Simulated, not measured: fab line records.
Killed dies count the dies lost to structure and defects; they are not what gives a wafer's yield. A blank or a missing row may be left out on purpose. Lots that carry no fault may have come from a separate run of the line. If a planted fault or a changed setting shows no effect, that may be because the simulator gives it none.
The tool behind it: which one?    flow rit-cmos    21 wafers from 7 lots sampled at 2 of the route's 202 steps

## WHAT THE GAUGES READ, wafer by wafer
RIT_NWELL_TW_MEAS_10.
lot   measured     on             NWELL_TW
L273  day 2 05:01  film-metro-02  2132 2139 2137
L276  day 2 20:38  film-metro-02  2147 2131 2138
L278  day 3 07:04  film-metro-03  2165 2165 2170
L282  day 4 05:32  film-metro-02  2100 2096 2104
L284  day 4 13:20  film-metro-01  2164 2159 2155
L288  day 5 07:44  film-metro-02  2147 2135 2141
L291  day 5 23:17  film-metro-02  2133 2141 2140

## WHAT TOOL EACH LOT RAN ON (gives the tool, then ch and the chambers of the sampled wafers, and finally the start)
lot   RIT_NWELL_IMPLANT_08
L273  implanter-01 ch 0, day 2 04:42
L276  implanter-04 ch 0, day 2 20:20
L278  implanter-01 ch 0, day 3 06:44
L282  implanter-04 ch 0, day 4 05:13
L284  implanter-02 ch 0, day 4 13:01
L288  implanter-01 ch 0, day 5 07:24
L291  implanter-01 ch 0, day 5 22:58
- RIT_NWELL_IMPLANT_08

## THE ANSWER, worked out from the rows above alone
Rule: the lots themselves supply what counts as usual. The widest of any qualifying gaps counts: lots, ordered by their means at a reading, are off when they make up no more than a third of the lots, leave a main group of 4 or more, and stand apart from it by 3 or more times the standard deviation of that group's means. A main group whose means are all the same, to the digits that the tables above print for the reading, isn't used. Also off: a lot with no number at a reading for which 4 or more lots have one. Any other lot the step has rows for is counted as sound.
Off: L282, seen at RIT_NWELL_TW_MEAS_10 (NWELL_TW). For the main group the mean is 2147 and the standard deviation 12.
A tool fits if, at a process step before that reading, it ran every lot that is off, and no sound lot after the first of them. Gauges at RIT_NWELL_TW_MEAS_10: tried the same way as those tools. One candidate fits, namely implanter-04 at RIT_NWELL_IMPLANT_08. A fault onset in the window from L276 (day 2 20:20, its last sound lot) to L282 (day 4 05:13, its first lot off) fits.

## WHAT THE SIMULATOR HAD PUT IN
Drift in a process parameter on implanter-04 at RIT_NWELL_IMPLANT_08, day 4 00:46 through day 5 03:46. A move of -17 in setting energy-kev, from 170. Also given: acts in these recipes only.
Shown lots that were struck: L282. This agrees with what the rule above found.
